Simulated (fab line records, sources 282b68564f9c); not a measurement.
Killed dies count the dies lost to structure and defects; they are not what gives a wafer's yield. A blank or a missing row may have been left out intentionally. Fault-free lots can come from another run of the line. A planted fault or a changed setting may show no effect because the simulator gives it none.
A lot that was struck, set against a sound lot -- flow rit_cmos -- 44 steps out of a route of 202
Sound: these wafers, L289.2, L289.5, L289.6. Wafers struck: L304.1, L304.5, L304.6. At the end, the cause is stated.
Per side, at each step with rows, come the tool, then ch with its chambers, and then its first start. Under that, the readings that differ: sound wafers -- struck wafers -- difference of the means -- sigmas: that difference in standard deviations of wafers without a fault.
alike: a reading whose means differ by less than 2 such deviations, as well as words and numbers matching on both sides. not compared: withheld readings; readings where some wafer has no value; bounds like >300 that might hide an equal value; numbers whose values overlap and for which the record gives no deviation.
A row with sigmas, a row that says differs or no value, or rows on one side alone: a step with any of these is where the two part. When numbers do not overlap yet have no deviation, they are printed without sigmas and do not part them. A reading that every wafer of one side lacks parts them only if that side has two wafers or more.

first, 3 steps without rows for these wafers: RIT_REOX_CLEAN_01 (cleans in dHF, time 30 s); RIT_REOX_CLEAN_02 (cleans in SC2, time 600 s); RIT_REOX_OXIDATION_03 (target thk 25.2 nm, ox time 5580 s).
RIT_REOX_THK_MEAS_04:
  sound on film_metro-04, day 2 21:16; struck on film_metro-04, day 6 11:28
  alike: REOX_OXIDE_THK
then, 6 steps without rows for these wafers: RIT_NLDD_HMDS_00 (prime time 60 s); RIT_NLDD_COAT_01 (resist thk 1000 nm); RIT_NLDD_SOFTBAKE_02 (time 60 s); RIT_NLDD_EXPOSE_03 (exposes mask M7, target cd 40700 nm); RIT_NLDD_PEB_04; RIT_NLDD_DEVELOP_05 (develop time 50 s).
RIT_NLDD_OVL_MEAS_06:
  sound on overlay-01, day 2 22:24; struck on overlay-01, day 6 12:37
  alike: NLDD_OVL
then, 1 step without rows for these wafers: RIT_NLDD_HARDBAKE_07 (time 60 s).
RIT_NLDD_IMPLANT_08:
  sound on implanter-03 ch 0, day 2 22:37; struck on implanter-01 ch 0, day 6 13:07
  alike: dose_ions_cm2, end_station_pressure_torr
RIT_NLDD_STRIP_09: strips in O2, time 180 s.
  sound on plasma_asher-03 ch 0,1, day 2 22:44; struck on plasma_asher-01 ch 0,1, day 6 13:16
  alike: drypump_motor_current_A, rf_refl_power_W
  not compared: rf_hours_counter_h
RIT_NLDD_TW_MEAS_10:
  sound on film_metro-04, day 2 22:55; struck on film_metro-04, day 6 13:43
reading,sound,struck,difference,sigmas
NLDD_TW,2484 2474 2477,2919 2927 2925,+445,+30
then, 6 steps without rows for these wafers: RIT_PLDD_HMDS_00 (prime time 60 s); RIT_PLDD_COAT_01 (resist thk 1000 nm); RIT_PLDD_SOFTBAKE_02 (time 60 s); RIT_PLDD_EXPOSE_03 (exposes mask M8, target cd 40900 nm); RIT_PLDD_PEB_04; RIT_PLDD_DEVELOP_05 (develop time 50 s).
RIT_PLDD_OVL_MEAS_06:
  sound on overlay-02, day 2 23:57; struck on overlay-02, day 6 18:50
  alike: PLDD_OVL
then, 2 steps without rows for these wafers: RIT_PLDD_HARDBAKE_07 (time 60 s); RIT_PLDD_IMPLANT_08.
RIT_PLDD_STRIP_09: strips in O2, time 180 s.
  sound on plasma_asher-03 ch 0,1, day 3 00:17; struck on plasma_asher-03 ch 0,1, day 6 19:10
  alike: drypump_motor_current_A, rf_refl_power_W
  not compared: rf_hours_counter_h
RIT_PLDD_TW_MEAS_10:
  sound on film_metro-01, day 3 00:28; struck on film_metro-04, day 6 19:20
  alike: PLDD_TW
then, 4 steps without rows for these wafers: RIT_SPACER_CLEAN_00 (cleans in SC1, time 600 s); RIT_SPACER_CLEAN_01 (cleans in dHF, time 30 s); RIT_SPACER_CLEAN_02 (cleans in SC2, time 600 s); RIT_SPACER_CVD_03 (deposits Si3N4 from SiH2Cl2/NH3, target thk 250 nm, time 3300 s).
RIT_SPACER_THK_MEAS_04:
  sound on film_metro-02, day 3 02:49; struck on film_metro-03, day 6 21:50
  alike: SPACER_NITRIDE_THK
RIT_SPACER_ETCHBACK_05: etches Si3N4 in SF6/CHF3, stops on SiO2, target depth 250 nm, time 240 s.
  sound on rie_diel-01 ch 0,3, day 3 02:52; struck on rie_diel-04 ch 2,3, day 6 21:54
  alike: drypump_motor_current_A, oes_product_au, throttle_valve_pct
  not compared: rf_hours_counter_h
then, 6 steps without rows for these wafers: RIT_NSD_HMDS_00 (prime time 60 s); RIT_NSD_COAT_01 (resist thk 1000 nm); RIT_NSD_SOFTBAKE_02 (time 60 s); RIT_NSD_EXPOSE_03 (exposes mask M9, target cd 40700 nm); RIT_NSD_PEB_04; RIT_NSD_DEVELOP_05 (develop time 50 s).
RIT_NSD_OVL_MEAS_06:
  sound on overlay-01, day 3 03:59; struck on overlay-02, day 6 23:11
  alike: NSD_OVL
then, 2 steps without rows for these wafers: RIT_NSD_HARDBAKE_07 (time 60 s); RIT_NSD_IMPLANT_08.
RIT_NSD_STRIP_09: strips in O2, time 180 s.
  sound on plasma_asher-01 ch 0,1, day 3 04:19; struck on plasma_asher-04 ch 0,1, day 6 23:32
  alike: drypump_motor_current_A, rf_refl_power_W
  not compared: rf_hours_counter_h
RIT_SDANNEAL_RS_MEAS_07: measures by four-point-probe.
  sound on film_metro-03, day 3 06:51; struck on film_metro-03, day 7 02:40
reading,sound,struck,difference,sigmas
NLDD_RS (ohm/sq),152.1 152.1 152.0,87.4 87.0 87.1,-64.9,-99 or more
RIT_M1_PROBE_99:
  the record holds rows for the sound wafers here (prober-02, day 3 14:12) but none for the struck ones

## WHERE THEY PART
Earliest at RIT_NLDD_TW_MEAS_10; latest, in this record, at RIT_M1_PROBE_99.

WHY: what the simulator had put in
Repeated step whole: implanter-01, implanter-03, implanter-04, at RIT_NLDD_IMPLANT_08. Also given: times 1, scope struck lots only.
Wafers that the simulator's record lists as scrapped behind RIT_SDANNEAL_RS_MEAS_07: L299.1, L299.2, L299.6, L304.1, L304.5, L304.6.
